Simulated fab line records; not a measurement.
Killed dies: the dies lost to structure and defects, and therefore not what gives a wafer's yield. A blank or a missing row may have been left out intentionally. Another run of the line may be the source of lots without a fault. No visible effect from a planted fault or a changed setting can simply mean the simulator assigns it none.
A struck lot beside a sound one | flow rit cmos | 28 steps out of a route of 202
Sound: the wafers L759.3, L759.4, L759.5. The struck wafers were L764.4, L764.5, L764.6. The cause is named last.
Order at every step that has rows: each side's tool, ch and its chambers, its first start. Under that, the readings that differ: sound wafers | struck wafers | difference of the means | sigmas: that difference in standard deviations of wafers without a fault.
alike: readings with means less than 2 such deviations apart, plus words and numbers identical on both sides. not compared: withheld readings, readings lacking a value on some wafer, bounds such as >300 that could conceal the same value, and numbers that have no deviation in the record and whose values overlap.
A row with sigmas, a row that says differs or no value, or rows on one side alone: a step with any of these is where the two part. Numbers that don't overlap but have no deviation are shown without sigmas and don't part them. Lack of a reading on every wafer of one side parts them only where that side has two or more wafers.

RIT_ACTIVE_BOW_MEAS_00:
  sound: film metro-04 at day 3 02:02; struck: film metro-04 at day 4 03:04
  alike: INCOMING_BOW
RIT_ACTIVE_OXIDATION_01: target thk 46.8 nm, ox time 3360 s.
  sound on furnace-01 ch 0, day 3 02:49; struck on furnace-03 ch 0, day 4 05:40
  reading                                       | sound                | struck               | difference | sigmas
  spike tc centre C (C)                         | 1001.0 1003.0 1001.5 | 978.3 978.3 977.7    | -23.7      | -17
  spike tc load C (C)                           | 1030.6 1028.3 1029.1 | 1003.9 1001.9 1002.9 | -26.4      | -22
  spike tc source C (C)                         | 1023.9 1025.7 1023.7 | 998.2 999.7 999.0    | -25.5      | -21
  tube center temp C (C)                        | 999.97 1000.1 1000   | 974.96 975.05 975.05 | -25.00     | -99 or more
  tube_center_temp_C_max                        | 1002.6 1002.3 1002.7 | 977.2 977.2 977.4    | -25.3      | -65
  model.SiO2_of_ACTIVE_OXIDATION_01.thk nm (nm) | 46.53 46.53 46.88    | 37.34 36.48 37.98    | -9.38      |
RIT_ACTIVE_THK_MEAS_02:
  sound: film metro-02 at day 3 04:46; struck: film metro-02 at day 4 07:38
  reading               | sound          | struck         | difference | sigmas
  ACTIVE_OXIDE_THK (nm) | 46.5 46.5 46.8 | 37.3 36.5 38.0 | -9.3       | -11
then, 1 step without rows for these wafers: RIT_ACTIVE_CVD_03 (deposits Si3N4 from SiH2Cl2/NH3, target thk 150 nm, time 1500 s).
RIT_ACTIVE_THK_MEAS_04:
  sound: film metro-03 at day 3 06:15; struck: film metro-03 at day 4 09:07
  alike: ACTIVE_NITRIDE_THK
then, 6 steps without rows for these wafers: RIT_ACTIVE_HMDS_05 (prime time 60 s); RIT_ACTIVE_COAT_06 (resist thk 1000 nm); RIT_ACTIVE_SOFTBAKE_07 (time 60 s); RIT_ACTIVE_EXPOSE_08 (exposes mask M1, target cd 1400 nm); RIT_ACTIVE_PEB_09; RIT_ACTIVE_DEVELOP_10 (develop time 50 s).
RIT_ACTIVE_CD_MEAS_11: target cd 1400 nm.
  sound: cd sem-01 at day 3 07:11; struck: cd sem-01 at day 4 10:03
  reading    | sound                | struck               | difference | sigmas
  cd nm (nm) | 1398.4 1395.9 1398.0 | 1403.4 1403.3 1404.5 | +6.3       | +3
then, 1 step without rows for these wafers: RIT_ACTIVE_HARDBAKE_12 (time 60 s).
RIT_ACTIVE_ETCH_13: etches Si3N4 in SF6, stops on SiO2, time 210 s, target depth 210 nm.
  sound on rie diel-02 ch 0,3, day 3 07:25; struck on rie diel-01 ch 1,2,3, day 4 10:16
  alike: drypump motor current A, oes product au, throttle valve pct
  not compared: rf hours counter h
RIT_ACTIVE_STRIP_14: strips in O2, time 180 s.
  sound on plasma asher-01 ch 0,1, day 3 07:36; struck on plasma asher-04 ch 0,1, day 4 10:27
  alike: drypump motor current A
  not compared: rf hours counter h
RIT_ACTIVE_CD_MEAS_90: target cd 1400 nm.
  sound: cd sem-02 at day 3 07:46; struck: cd sem-01 at day 4 10:37
  reading    | sound                | struck               | difference | sigmas
  cd nm (nm) | 1398.1 1396.2 1398.3 | 1403.0 1403.7 1404.0 | +6.0       | +3
then, 4 steps without rows for these wafers: RIT_ACTIVE_CLEAN_15 (cleans in SC1, time 575.9 s); RIT_ACTIVE_CLEAN_16 (cleans in dHF, time 30 s); RIT_ACTIVE_CLEAN_17 (cleans in SC2, time 600 s); RIT_FOX1_OXIDATION_00 (target thk 350.7 nm, ox time 1130 s).
RIT_FOX1_THK_MEAS_01:
  sound: film metro-01 at day 3 10:51; struck: film metro-03 at day 4 16:56
  alike: FOX1_OXIDE_THK
then, 2 steps without rows for these wafers: RIT_FOX1_WET_ETCH_02 (etches SiO2 in BOE, target depth 350 nm, time 390 s); RIT_FOX2_OXIDATION_00 (target thk 350.7 nm, ox time 1130 s).
RIT_FOX2_THK_MEAS_01:
  sound: film metro-01 at day 3 12:22; struck: film metro-04 at day 4 21:31
  alike: FOX2_OXIDE_THK
then, 1 step without rows for these wafers: RIT_FOX2_CLEAN_02 (cleans in dHF, time 180 s).
RIT_FOX2_WET_ETCH_03: etches Si3N4 in H3PO4, target depth 195 nm, time 2700 s.
  sound on wet bench-04 ch 3, day 3 12:28; struck on wet bench-04 ch 3, day 4 21:36
  reading                                       | sound             | struck            | difference | sigmas
  model.SiO2_of_ACTIVE_OXIDATION_01.thk nm (nm) | 40.33 40.34 41.71 | 33.13 32.37 33.39 | -7.83      |
RIT_FOX2_THK_MEAS_90:
  sound: film metro-04 at day 3 13:15; struck: film metro-01 at day 4 23:09
  alike: FIELD_OXIDE_LEFT_1_THK
RIT_M1_PROBE_99:
  sound: prober-02 at day 5 07:43; struck: prober-01 at day 6 20:25
  alike: killed at contacts, killed at front end, killed dies, killed open, killed short

WHERE THEY PART
First at RIT_ACTIVE_OXIDATION_01; last, within this record, at RIT_ACTIVE_CD_MEAS_90. Later steps at which nothing parts them and some readings are alike: RIT_FOX1_THK_MEAS_01, RIT_FOX2_THK_MEAS_01, RIT_FOX2_THK_MEAS_90, RIT_M1_PROBE_99.

WHY: what had been put in by the simulator
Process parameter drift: furnace-03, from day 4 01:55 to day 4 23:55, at RIT_ACTIVE_OXIDATION_01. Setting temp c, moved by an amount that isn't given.
